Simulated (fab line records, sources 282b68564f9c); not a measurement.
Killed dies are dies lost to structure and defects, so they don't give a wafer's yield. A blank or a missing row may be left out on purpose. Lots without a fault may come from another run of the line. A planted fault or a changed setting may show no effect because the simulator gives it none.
Which tool did it? | flow rit_cmos | 15 lots, 45 wafers sampled, at 2 steps of a route of 202

WHAT THE GAUGES READ, wafer by wafer
RIT_ACTIVE_CD_MEAS_90: target cd 1400 nm.
lot  | measured    | on        | cd_nm (nm)
L889 | day 1 16:08 | cd_sem-02 | 1395.8 1398.9 1397.8
L890 | day 1 20:06 | cd_sem-01 | 1402.4 1404.6 1404.4
L892 | day 2 06:12 | cd_sem-02 | 1398.9 1400.0 1403.9
L893 | day 2 12:16 | cd_sem-02 | 1399.0 1399.8 1399.6
L894 | day 2 18:36 | cd_sem-01 | 1402.5 1402.2 1403.7
L898 | day 3 12:38 | cd_sem-01 | 1399.9 1398.7 1400.9
L899 | day 3 17:16 | cd_sem-02 | - - -
L900 | day 3 22:04 | cd_sem-02 | - - -
L901 | day 4 04:34 | cd_sem-02 | - - -
L907 | day 5 09:48 | cd_sem-01 | 1401.1 1401.1 1397.8
L908 | day 5 14:10 | cd_sem-02 | 1402.3 1403.2 1403.6
L909 | day 5 21:26 | cd_sem-02 | 1401.4 1402.0 1400.8
L910 | day 6 01:11 | cd_sem-02 | 1399.6 1397.7 1399.8
L911 | day 6 05:08 | cd_sem-01 | 1398.4 1397.0 1396.7
L912 | day 6 12:11 | cd_sem-02 | 1399.5 1400.3 1398.6

WHICH TOOL RAN EACH LOT (tool, then ch and the chambers of the sampled wafers, then the start)
lot  | RIT_ACTIVE_ETCH_13
L889 | rie_diel-01 ch 1,2, day 1 15:48
L890 | rie_diel-04 ch 0,1,3, day 1 19:48
L892 | rie_diel-04 ch 0,1,3, day 2 05:52
L893 | rie_diel-04 ch 2,3, day 2 11:58
L894 | rie_diel-02 ch 0,1,3, day 2 18:16
L898 | rie_diel-01 ch 0,1,3, day 3 12:16
L899 | rie_diel-02 ch 1,2, day 3 16:55
L900 | rie_diel-04 ch 1,2,3, day 3 21:43
L901 | rie_diel-01 ch 0,3, day 4 04:16
L907 | rie_diel-02 ch 0,1,2, day 5 09:29
L908 | rie_diel-02 ch 0,1,3, day 5 13:52
L909 | rie_diel-02 ch 1,2, day 5 21:06
L910 | rie_diel-01 ch 2,3, day 6 00:52
L911 | rie_diel-04 ch 1,2, day 6 04:46
L912 | rie_diel-04 ch 1,2,3, day 6 11:51
- RIT_ACTIVE_ETCH_13: etches Si3N4 in SF6, stops on SiO2, time 210 s, target depth 210 nm.

WHAT THE TOOLS THEMSELVES READ (means of the sampled wafers that have a number; where no wafer has one, the mark that the record gives instead)
RIT_ACTIVE_ETCH_13.
lot  | tool        | SF6_flow_sccm (sccm) | chamber_pressure_mTorr (mTorr) | drypump_motor_current_A (A) | oes_product_au (a.u.) | throttle_valve_pct (%)
L889 | rie_diel-01 | 199.9                | 260.06                         | 6.5                         | 0.833                 | 7.42
L890 | rie_diel-04 | 199.4                | 260.21                         | 5.3                         | 0.822                 | 7.48
L892 | rie_diel-04 | 200.1                | 260.07                         | 5.3                         | 0.822                 | 7.47
L893 | rie_diel-04 | 200.0                | 260.14                         | 5.2                         | 0.826                 | 7.52
L894 | rie_diel-02 | 200.1                | 260.28                         | 5.7                         | 0.815                 | 7.50
L898 | rie_diel-01 | 199.8                | 260.08                         | 6.2                         | 0.821                 | 7.45
L899 | rie_diel-02 | -                    | -                              | -                           | -                     | -
L900 | rie_diel-04 | -                    | -                              | -                           | -                     | -
L901 | rie_diel-01 | -                    | -                              | -                           | -                     | -
L907 | rie_diel-02 | 199.7                | 259.91                         | 5.6                         | 0.807                 | 7.49
L908 | rie_diel-02 | 200.3                | 260.15                         | 5.7                         | 0.814                 | 7.50
L909 | rie_diel-02 | 199.9                | 260.06                         | 5.9                         | 0.817                 | 7.53
L910 | rie_diel-01 | 200.1                | 259.92                         | 6.3                         | 0.820                 | 7.39
L911 | rie_diel-04 | 200.6                | 260.24                         | 5.3                         | 0.826                 | 7.50
L912 | rie_diel-04 | 200.1                | 260.30                         | 5.2                         | 0.826                 | 7.50

THE ANSWER, worked out from the rows above alone
Rule: what is usual is taken from the lots themselves. Put in order of their means at a reading, lots are off if they are a third of the lots or fewer, leave a main group of 4 or more, and stand apart from it by a gap of 3 or more times the standard deviation of the main group's means; of several such gaps the widest counts. A main group whose means are all the same, to the digits that the tables above print for the reading, isn't used. A lot without any number at a reading at which 4 lots or more have one is off too. The other lots that the step has rows for count as sound. The gauges are gone through in route order, then the tools' own readings, and for those a lot's mean is taken as printed above. The first step at which some lot is off is used, and at that step the reading that is off furthest; a lot without a number counts as furthest.
Off: L899, L900, L901, at RIT_ACTIVE_CD_MEAS_90 (cd_nm). Without a number there: L899, L900, L901. The main group: mean 1400.4 nm, standard deviation 2.
A tool fits if, at a process step before that reading, it ran every lot that is off, and no sound lot after the first of them. The gauges at RIT_ACTIVE_CD_MEAS_90 aren't tried: what is off there is off at RIT_ACTIVE_ETCH_13 too, on other tools, and a gauge's error can't cause that. None of those tried fits.

WHAT THE SIMULATOR HAD PUT IN
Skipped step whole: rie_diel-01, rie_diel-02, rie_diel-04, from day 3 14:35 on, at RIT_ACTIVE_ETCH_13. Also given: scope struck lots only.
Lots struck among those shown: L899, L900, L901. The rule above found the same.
